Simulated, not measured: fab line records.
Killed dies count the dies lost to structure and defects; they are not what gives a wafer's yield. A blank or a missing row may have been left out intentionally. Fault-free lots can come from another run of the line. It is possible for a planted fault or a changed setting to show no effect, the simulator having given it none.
What tool caused it? :: flow rit-cmos :: Sampling: 7 lots, 21 wafers, 3 of 202 route steps

## WHAT THE GAUGES SHOWED, per wafer
RIT_PSD_TW_MEAS_10.
lot: L729
measured: day 3 05:23
on: film-metro-03
PSD_TW: 3406 3389 3385

lot: L731
measured: day 3 16:44
on: film-metro-03
PSD_TW: 3405 3414 3408

lot: L734
measured: day 4 06:16
on: film-metro-02
PSD_TW: 3368 3392 3364

lot: L740
measured: day 5 13:41
on: film-metro-03
PSD_TW: 3388 3414 3396

lot: L745
measured: day 6 14:25
on: film-metro-02
PSD_TW: 2941 2906 2930

lot: L747
measured: day 7 05:49
on: film-metro-01
PSD_TW: 3377 3379 3364

lot: L750
measured: day 7 16:13
on: film-metro-03
PSD_TW: 3445 3452 3445

## TOOL THAT RAN EACH LOT (tool first, then ch and the chambers of the sampled wafers, then the start)
lot: L729
RIT_NLDD_STRIP_09: plasma-asher-04 ch 0,1, day 2 22:14
RIT_PSD_IMPLANT_08: implanter-02 ch 0, day 3 05:05

lot: L731
RIT_NLDD_STRIP_09: plasma-asher-03 ch 0,1, day 3 09:20
RIT_PSD_IMPLANT_08: implanter-02 ch 0, day 3 16:24

lot: L734
RIT_NLDD_STRIP_09: plasma-asher-03 ch 0,1, day 3 22:58
RIT_PSD_IMPLANT_08: implanter-01 ch 0, day 4 05:56

lot: L740
RIT_NLDD_STRIP_09: plasma-asher-03 ch 0,1, day 5 06:30
RIT_PSD_IMPLANT_08: implanter-01 ch 0, day 5 13:23

lot: L745
RIT_NLDD_STRIP_09: plasma-asher-04 ch 0,1, day 6 07:20
RIT_PSD_IMPLANT_08: implanter-03 ch 0, day 6 14:06

lot: L747
RIT_NLDD_STRIP_09: plasma-asher-03 ch 0,1, day 6 21:31
RIT_PSD_IMPLANT_08: implanter-01 ch 0, day 7 05:30

lot: L750
RIT_NLDD_STRIP_09: plasma-asher-03 ch 0,1, day 7 09:02
RIT_PSD_IMPLANT_08: implanter-01 ch 0, day 7 15:53
- RIT_NLDD_STRIP_09: strips in O2, time 180 s.
- RIT_PSD_IMPLANT_08

## THE ANSWER, worked out from the rows above alone
Rule: usual is defined by the lots themselves. Put in order of their means at a reading, lots are off if they are a third of the lots or fewer, leave a main group of 4 or more, and stand apart from it by a gap of 3 or more times the standard deviation of the main group's means; of several such gaps the widest counts. A main group whose means are all the same, to the digits that the tables above print for the reading, isn't used. A lot without any number at a reading at which 4 lots or more have one is off too. Any other lot the step has rows for is counted as sound.
Off: L745, seen at RIT_PSD_TW_MEAS_10 (PSD_TW). The main group: mean 3400, standard deviation 25.
A tool fits if, at a process step before that reading, it ran every lot that is off, and no sound lot after the first of them. The gauges at RIT_PSD_TW_MEAS_10 are tried like those tools. Can't be told from this: 3 tools fit, plasma-asher-04 at RIT_NLDD_STRIP_09, implanter-03 at RIT_PSD_IMPLANT_08, film-metro-02 at RIT_PSD_TW_MEAS_10.

## WHAT THE SIMULATOR HAD INSERTED
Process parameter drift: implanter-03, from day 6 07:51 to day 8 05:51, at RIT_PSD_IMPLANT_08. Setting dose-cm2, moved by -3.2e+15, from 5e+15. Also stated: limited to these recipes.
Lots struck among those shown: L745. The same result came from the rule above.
